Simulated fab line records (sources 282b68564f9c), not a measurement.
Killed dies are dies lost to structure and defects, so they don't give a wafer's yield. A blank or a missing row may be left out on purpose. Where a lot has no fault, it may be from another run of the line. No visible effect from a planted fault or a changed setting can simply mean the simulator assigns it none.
One fault seen from 2 desks    flow rit_cmos    every desk sees just its own numbers, and what lay behind them comes last

== FROM THE METROLOGY DESK ==
What the gauges read, lot by lot, whatever tool the lot ran on: means of the sampled wafers that have a number. The brackets show how far a lot's mean lies from the usual mean; more than 4 standard deviations puts the lot out of limits, marked OUT.
Columns: A = cd_nm at RIT_CONTACT_CD_MEAS_08, usual 1000.2 nm; B = CONTACT_OVL at RIT_CONTACT_OVL_MEAS_09, usual -0.9 nm; C = cd_nm at RIT_CONTACT_CD_MEAS_90, usual 1000.3 nm; D = M1_AL_RS at RIT_M1_RS_MEAS_01, usual 0.0736 ohm/sq; E = M1_AL_THK at RIT_M1_THK_MEAS_02, usual 401 nm; F = cd_nm at RIT_M1_CD_MEAS_09, usual 2599.4 nm; G = M1_OVL at RIT_M1_OVL_MEAS_10, usual -0.5 nm
lot   first seen here  A       B     C       D                 E              F       G
L463  day 3 20:28      999.7   -1.6  999.7   0.0742            396            2600.0  0.3
L468  day 4 18:53      997.3   -1.1  997.2   0.0734            401            2601.5  -2.2
L472  day 5 07:46      1000.2  -1.2  1000.4  0.0887 (+21) OUT  353 (-11) OUT  2597.7  -0.3
L473  day 5 11:51      1000.7  -2.3  1000.7  0.0738            401            2598.7  -0.4
L475  day 5 20:04      998.6   -0.1  998.7   0.1042 (+42) OUT  302 (-23) OUT  2597.4  -1.7
L483  day 7 11:11      998.2   -0.7  998.3   0.0726            411            2598.6  -0.3
This desk reports L472, L475 out of limits; the earliest was L472 at day 5 09:28 (M1_AL_RS at RIT_M1_RS_MEAS_01). L463, L468, L473, L483 stayed within limits.

== FOR THE TOOL OWNER'S DESK: pvd_sputter-03 ==
The tool's own readings at RIT_M1_SPUTTER_00 (material Al, target thk 400 nm, time 500 s): means of the sampled wafers that have a number, for each lot that ran on this tool. The brackets show how far a lot's mean lies from the usual mean; more than 4 standard deviations puts the lot out of limits, marked OUT.
Columns: A = cathode_dc_power_W at RIT_M1_SPUTTER_00, usual 2000.0 W; B = throttle_valve_pct at RIT_M1_SPUTTER_00, usual 30.0 %
lot   first seen here  A                         B
L468  day 4 20:23      1999.9                    30.6
L472  day 5 09:09      1748.4 (-99 or more) OUT  30.4
L475  day 5 21:14      1496.7 (-99 or more) OUT  30.1
Finding of this desk: L472, L475 out of limits; the first was L472 at day 5 09:09, on cathode_dc_power_W at RIT_M1_SPUTTER_00. L468 stayed within limits.

== PUT TOGETHER ==
The tool owner's desk could have raised an alarm at day 5 09:09, on L472, L475.
L472, L475 would have let the metrology desk raise an alarm at day 5 09:28.
All the named lots went through RIT_M1_SPUTTER_00 on pvd_sputter-03.

== WHAT THE SIMULATOR HAD PUT IN ==
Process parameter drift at RIT_M1_SPUTTER_00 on pvd_sputter-03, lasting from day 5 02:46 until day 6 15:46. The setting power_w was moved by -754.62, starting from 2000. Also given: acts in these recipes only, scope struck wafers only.
Shown lots that were struck: L472, L475.
Fault start to first reading out of limits, in hours, per desk: tool owner, 6; metrology, 7.
